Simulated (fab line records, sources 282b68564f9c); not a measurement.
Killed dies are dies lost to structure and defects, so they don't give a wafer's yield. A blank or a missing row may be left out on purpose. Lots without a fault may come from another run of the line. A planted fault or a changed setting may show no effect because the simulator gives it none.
Problem report in the 8D (eight disciplines) form, filled by code | flow rit_cmos | the parts of the form that need people (team, actions taken, sign-off) are left out

1. THE PROBLEM
heater_power_total_W at RIT_M1_HARDBAKE_11 reads a mean of 42.77 W on 6 wafers of 2 lots; wafers without a fault read 52.03 W with a standard deviation of 0.064. That is -99 or more standard deviations from the usual mean.
The step: time 120 s.
First seen on wafer L426.1, day 6 05:17, on litho_track-01. The record holds 18 wafers of 6 lots with a number at this step. Rule for "out", or "out of limits": more than 4 standard deviations from the usual mean. The other wafers with a number count as sound.

2. WHAT IT IS AND WHAT IT IS NOT
question                    | is                                 | is not
which readings at this step | heater_power_total_W, plate_temp_C | -
which lots                  | L426, L427                         | L415, L420, L432, L435
which wafers of those lots  | all that have a number             | -
read on which tools         | litho_track-01                     | litho_track-02, litho_track-04
when                        | from day 6 05:17                   | up to then (6 sound wafers); but 6 sound wafers of L432, L435 came after

3. SUSPECTS, AND WHAT RULES EACH OUT
Counting: a tool at a process step up to the reading stays a suspect if it ran every lot that is out and no sound lot after the first of them.
- litho_track-01 at RIT_M1_HARDBAKE_11 (time 120 s): kept. It ran every lot that is out, first L426 (day 6 05:17), and no sound lot after that; its last sound lot up to then is L420 (day 4 23:16). Its own readings are out on those wafers: heater_power_total_W, plate_temp_C.
Left after counting: litho_track-01 at RIT_M1_HARDBAKE_11.

4. THE CAUSE (what the simulator had put in)
Process parameter drift: litho_track-01, from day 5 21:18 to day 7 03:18, at RIT_M1_HARDBAKE_11. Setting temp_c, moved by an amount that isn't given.
Counting left only this tool.

5. THE CHAIN OF EFFECTS, in route order
Each row: a reading whose mean over the struck wafers that have a number lies more than 3 standard deviations from the usual. Only readings for which the record gives a usual standard deviation are gone through. hours: the time from each lot's start at the first step in this table that gives one to its start at this step, as a median over the lots. sigmas: the change in usual standard deviations.
hours | step               | reading              | usual    | on struck wafers | change | sigmas
0     | RIT_M1_HARDBAKE_11 | heater_power_total_W | 52.03 W  | 42.77            | -9.26  | -99 or more
0     | RIT_M1_HARDBAKE_11 | plate_temp_C         | 139.97 C | 120.57           | -19.40 | -99 or more
The process steps in it:
- RIT_M1_HARDBAKE_11: time 120 s.

6. WHAT WOULD HAVE CAUGHT IT SOONER
In this record the first reading out of limits was taken at day 6 05:17, 8 hours after the fault began at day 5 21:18.
